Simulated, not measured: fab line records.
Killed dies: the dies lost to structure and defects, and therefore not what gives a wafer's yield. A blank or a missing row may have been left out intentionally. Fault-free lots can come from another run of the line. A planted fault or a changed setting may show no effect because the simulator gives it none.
Which tool was responsible? ; flow berkeley_cmos170 ; 42 wafers from 14 lots sampled at 7 of the route's 331 steps

== WHAT THE GAUGES READ, wafer by wafer ==
UCB170_SDANNEAL_RS_MEAS_02: a four-point-probe measurement.
lot;measured;on;PSD_RS (ohm/sq)
L778;day 8 06:10;film_metro-04;75.32 75.78 75.39
L779;day 8 18:24;film_metro-04;75.60 75.72 75.50
L780;day 8 19:10;film_metro-04;75.31 75.24 75.30
L782;day 8 19:35;film_metro-03;75.68 75.78 75.78
L781;day 8 20:02;film_metro-02;75.27 75.52 75.40
L784;day 9 20:26;film_metro-02;75.58 75.55 76.04
L785;day 9 20:54;film_metro-04;75.23 75.36 75.44
L786;day 9 20:56;film_metro-03;75.48 75.32 75.33
L789;day 10 15:16;film_metro-03;75.51 75.45 75.88
L791;day 11 03:04;film_metro-04;65.07 65.37 65.28
L793;day 11 03:27;film_metro-02;65.10 65.14 65.19
L798;day 12 06:41;film_metro-03;76.01 75.55 76.10
L797;day 12 07:18;film_metro-03;75.25 75.38 75.70
L801;day 12 17:05;film_metro-04;75.52 75.57 75.52

UCB170_SDANNEAL_RS_MEAS_03: a four-point-probe measurement.
lot;measured;on;NSD_RS (ohm/sq)
L778;day 8 06:17;film_metro-04;37.24 37.30 37.24
L779;day 8 18:31;film_metro-04;37.27 37.16 37.18
L780;day 8 19:17;film_metro-04;37.28 37.28 37.25
L782;day 8 19:43;film_metro-03;37.31 37.30 37.34
L781;day 8 20:09;film_metro-02;37.40 37.35 37.39
L784;day 9 20:33;film_metro-02;37.35 37.37 37.39
L785;day 9 21:01;film_metro-04;37.24 37.24 37.17
L786;day 9 21:04;film_metro-03;37.33 37.29 37.24
L789;day 10 15:23;film_metro-03;37.42 37.32 37.44
L791;day 11 03:11;film_metro-04;35.69 35.69 35.65
L793;day 11 03:34;film_metro-02;35.75 35.78 35.79
L798;day 12 06:48;film_metro-03;37.26 37.31 37.31
L797;day 12 07:25;film_metro-03;37.32 37.27 37.43
L801;day 12 17:12;film_metro-04;37.18 37.29 37.36

UCB170_SDANNEAL_RS_MEAS_04: a four-point-probe measurement.
lot;measured;on;PLDD_RS (ohm/sq)
L778;day 8 06:24;film_metro-04;1031.9 1031.3 1029.9
L779;day 8 18:38;film_metro-04;1030.8 1029.4 1031.1
L780;day 8 19:24;film_metro-04;1033.4 1034.5 1032.8
L782;day 8 19:50;film_metro-03;1034.8 1033.8 1034.1
L781;day 8 20:16;film_metro-02;1035.0 1033.2 1032.6
L784;day 9 20:40;film_metro-02;1032.7 1034.7 1031.9
L785;day 9 21:08;film_metro-04;1031.3 1034.0 1030.6
L786;day 9 21:11;film_metro-03;1033.0 1033.1 1030.9
L789;day 10 15:31;film_metro-03;1027.9 1026.9 1033.9
L791;day 11 03:19;film_metro-04;1010.3 1011.3 1011.4
L793;day 11 03:41;film_metro-02;1009.4 1009.4 1009.5
L798;day 12 06:55;film_metro-03;1033.1 1030.6 1031.8
L797;day 12 07:32;film_metro-03;1029.5 1032.6 1034.1
L801;day 12 17:19;film_metro-04;1026.4 1029.4 1029.7

UCB170_V2_THK_MEAS_04.
lot;measured;on;V2_POLISHED_THK (nm)
L778;day 8 21:05;film_metro-03;1000.6 999.1 1001.0
L779;day 9 15:11;film_metro-03;998.2 999.6 998.7
L780;day 9 17:26;film_metro-02;1001.5 998.2 1001.1
L782;day 9 17:01;film_metro-02;1000.0 997.4 999.8
L781;day 9 18:00;film_metro-01;999.4 998.7 1001.4
L784;day 10 17:38;film_metro-03;1001.9 1000.2 1002.0
L785;day 10 13:28;film_metro-01;999.4 1001.2 1000.6
L786;day 10 16:58;film_metro-03;1001.0 999.1 998.6
L789;day 11 07:15;film_metro-03;1003.2 1001.2 999.2
L791;day 11 17:56;film_metro-02;999.6 999.0 998.2
L793;day 11 22:02;film_metro-03;999.1 1000.1 998.7
L798;day 12 23:40;film_metro-01;998.0 999.6 1000.2
L797;day 13 02:25;film_metro-02;997.9 1000.7 997.9
L801;day 13 09:32;film_metro-03;996.5 1000.9 997.7

UCB170_M3_THK_MEAS_03: measures by xrf.
lot;measured;on;M3_AL_THK (nm)
L778;day 9 00:32;film_metro-04;882 863 872
L779;day 9 17:27;film_metro-04;878 873 864
L780;day 9 19:51;film_metro-03;879 879 888
L782;day 9 19:15;film_metro-04;881 876 884
L781;day 9 20:25;film_metro-04;883 874 891
L784;day 10 19:46;film_metro-03;872 873 869
L785;day 10 16:50;film_metro-02;849 861 867
L786;day 10 18:52;film_metro-04;893 896 890
L789;day 11 09:31;film_metro-03;869 882 891
L791;day 11 19:58;film_metro-03;888 891 897
L793;day 12 00:26;film_metro-02;875 872 882
L798;day 13 01:43;film_metro-03;872 866 882
L797;day 13 04:23;film_metro-02;871 836 860
L801;day 13 11:36;film_metro-02;873 870 879

UCB170_M3_CD_MEAS_90: the cd target is 700 nm.
lot;measured;on;cd_nm (nm)
L778;day 9 02:47;cd_sem-01;707 708 702
L779;day 9 20:35;cd_sem-02;704 705 696
L780;day 9 22:32;cd_sem-02;698 700 701
L782;day 9 22:02;cd_sem-02;701 705 700
L781;day 9 23:13;cd_sem-02;697 706 700
L784;day 10 22:31;cd_sem-01;702 699 703
L785;day 10 19:11;cd_sem-01;704 701 703
L786;day 10 21:02;cd_sem-01;697 700 700
L789;day 11 11:46;cd_sem-02;701 702 697
L791;day 11 22:16;cd_sem-01;701 699 696
L793;day 12 02:57;cd_sem-02;704 701 703
L798;day 13 03:55;cd_sem-01;697 695 698
L797;day 13 08:02;cd_sem-01;700 704 699
L801;day 13 14:18;cd_sem-02;697 699 700

== WHICH TOOL RAN EACH LOT (tool, then ch and the chambers of the sampled wafers, then the start) ==
lot;UCB170_SDANNEAL_RTA_01
L778;rtp_anneal-02 ch 0, day 8 06:02
L779;rtp_anneal-02 ch 0, day 8 18:21
L780;rtp_anneal-01 ch 0, day 8 19:06
L782;rtp_anneal-01 ch 0, day 8 19:31
L781;rtp_anneal-02 ch 0, day 8 19:57
L784;rtp_anneal-01 ch 0, day 9 20:22
L785;rtp_anneal-02 ch 0, day 9 20:50
L786;rtp_anneal-01 ch 0, day 9 20:53
L789;rtp_anneal-02 ch 0, day 10 15:12
L791;rtp_anneal-02 ch 0, day 11 03:00
L793;rtp_anneal-02 ch 0, day 11 03:23
L798;rtp_anneal-01 ch 0, day 12 06:36
L797;rtp_anneal-01 ch 0, day 12 07:14
L801;rtp_anneal-01 ch 0, day 12 17:01
- UCB170_SDANNEAL_RTA_01: time 5 s.

== WHAT THE TOOLS THEMSELVES READ (means of the sampled wafers that have a number; where no wafer has one, the mark that the record gives instead) ==
UCB170_SDANNEAL_RTA_01.
lot;tool;lamp_power_pct (%);wafer_temp_C_max
L778;rtp_anneal-02;34.5;1053.5
L779;rtp_anneal-02;34.5;1055.1
L780;rtp_anneal-01;33.6;1055.9
L782;rtp_anneal-01;33.6;1056.8
L781;rtp_anneal-02;34.5;1053.7
L784;rtp_anneal-01;33.6;1055.7
L785;rtp_anneal-02;34.5;1053.5
L786;rtp_anneal-01;33.6;1056.2
L789;rtp_anneal-02;34.5;1054.2
L791;rtp_anneal-02;36.8;1079.7
L793;rtp_anneal-02;36.8;1079.3
L798;rtp_anneal-01;33.6;1056.6
L797;rtp_anneal-01;33.6;1055.9
L801;rtp_anneal-01;33.6;1056.0

== THE ANSWER, worked out from the rows above alone ==
Rule: the lots themselves supply what counts as usual. The widest of any qualifying gaps counts: lots, ordered by their means at a reading, are off when they make up no more than a third of the lots, leave a main group of 4 or more, and stand apart from it by 3 or more times the standard deviation of that group's means. The tables above print the reading to a certain number of digits; a main group whose means all agree to those digits is not used. A lot without any number at a reading at which 4 lots or more have one is off too. Where the step has rows for the other lots, those lots are counted as sound. First the gauges in route order, then the tools' own readings, where a lot's mean is used as printed above. At the first step where some lot is off, the reading lying furthest off is the one used; lots without a number count as furthest.
Off: L791, L793, seen at UCB170_SDANNEAL_RS_MEAS_02 (PSD_RS). Main group: mean 75.54 ohm/sq, sd 0.18.
A tool fits if, at a process step before that reading, it ran every lot that is off, and no sound lot after the first of them. Not tried: the gauges at UCB170_SDANNEAL_RS_MEAS_02; whatever is off there is also off at UCB170_SDANNEAL_RTA_01, on other tools, and gauge error can't account for it. One fits: rtp_anneal-02 at UCB170_SDANNEAL_RTA_01. Its last sound lot is L789 (day 10 15:12), its first lot that is off L791 (day 11 03:00): a fault that began between those two fits.
The tool's own readings at UCB170_SDANNEAL_RTA_01 bear it out: on the lots that are off they differ by more than 5 times the standard deviation of the sound lots' means. lamp_power_pct reads 36.8 % there against 34.0 % on the sound lots; wafer_temp_C_max reads 1079.5 there against 1055.3 on the sound lots.

== WHAT THE SIMULATOR HAD INSERTED ==
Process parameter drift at UCB170_SDANNEAL_RTA_01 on rtp_anneal-02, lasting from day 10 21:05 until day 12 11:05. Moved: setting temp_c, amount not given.
Lots struck among those shown: L791, L793. The rule above found the same.
